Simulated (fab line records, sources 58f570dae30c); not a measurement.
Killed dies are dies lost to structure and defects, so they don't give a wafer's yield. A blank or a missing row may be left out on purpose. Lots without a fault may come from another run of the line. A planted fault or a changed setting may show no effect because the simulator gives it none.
Which tool did it? | flow berkeley_cmos170 | 7 lots, 21 wafers sampled, at 3 steps of a route of 331

WHAT THE GAUGES READ, wafer by wafer
UCB170_M2_RS_MEAS_02: measures by four-point-probe.
lot  | measured     | on            | M2_AL_RS (ohm/sq)
L948 | day 8 13:49  | film_metro-02 | 0.0327 0.0325 0.0321
L950 | day 9 02:26  | film_metro-02 | 0.0320 0.0322 0.0324
L951 | day 9 05:44  | film_metro-02 | 0.0322 0.0321 0.0318
L960 | day 10 23:28 | film_metro-04 | 0.0352 0.0356 0.0351
L962 | day 12 02:46 | film_metro-01 | 0.0360 0.0357 0.0352
L964 | day 12 11:35 | film_metro-01 | 0.0322 0.0325 0.0326
L969 | day 13 05:13 | film_metro-01 | 0.0322 0.0323 0.0320

WHICH TOOL RAN EACH LOT (tool, then ch and the chambers of the sampled wafers, then the start)
lot  | UCB170_CONTACT_STRIP_19              | UCB170_M2_SPUTTER_01
L948 | plasma_asher-03 ch 0,1, day 8 04:17  | pvd_sputter-02, day 8 13:43
L950 | plasma_asher-03 ch 0,1, day 8 20:17  | pvd_sputter-01, day 9 02:22
L951 | plasma_asher-02 ch 0,1, day 8 21:20  | pvd_sputter-02, day 9 05:37
L960 | plasma_asher-02 ch 0,1, day 10 17:32 | pvd_sputter-01, day 10 23:19
L962 | plasma_asher-01 ch 0,1, day 11 19:56 | pvd_sputter-01, day 12 02:41
L964 | plasma_asher-03 ch 0,1, day 12 02:40 | pvd_sputter-04, day 12 11:29
L969 | plasma_asher-02 ch 0,1, day 12 21:59 | pvd_sputter-04, day 13 05:08
- UCB170_CONTACT_STRIP_19: strips in O2.
- UCB170_M2_SPUTTER_01: material Al, target thk 900 nm, time 120 s.

THE ANSWER, worked out from the rows above alone
Rule: what is usual is taken from the lots themselves. Put in order of their means at a reading, lots are off if they are a third of the lots or fewer, leave a main group of 4 or more, and stand apart from it by a gap of 3 or more times the standard deviation of the main group's means; of several such gaps the widest counts. A main group whose means are all the same, to the digits that the tables above print for the reading, isn't used. A lot without any number at a reading at which 4 lots or more have one is off too. The other lots that the step has rows for count as sound.
Off: L960, L962, at UCB170_M2_RS_MEAS_02 (M2_AL_RS). The main group: mean 0.0323 ohm/sq, standard deviation 0.00016.
A tool fits if, at a process step before that reading, it ran every lot that is off, and no sound lot after the first of them. The gauges at UCB170_M2_RS_MEAS_02 are tried like those tools. One fits: pvd_sputter-01 at UCB170_M2_SPUTTER_01. Its last sound lot is L950 (day 9 02:22), its first lot that is off L960 (day 10 23:19): a fault that began between those two fits.

WHAT THE SIMULATOR HAD PUT IN
Process parameter drift: pvd_sputter-01, from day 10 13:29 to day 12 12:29, at UCB170_M2_SPUTTER_01. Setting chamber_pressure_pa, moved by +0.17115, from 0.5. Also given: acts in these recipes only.
Lots struck among those shown: L960, L962. The rule above found the same.
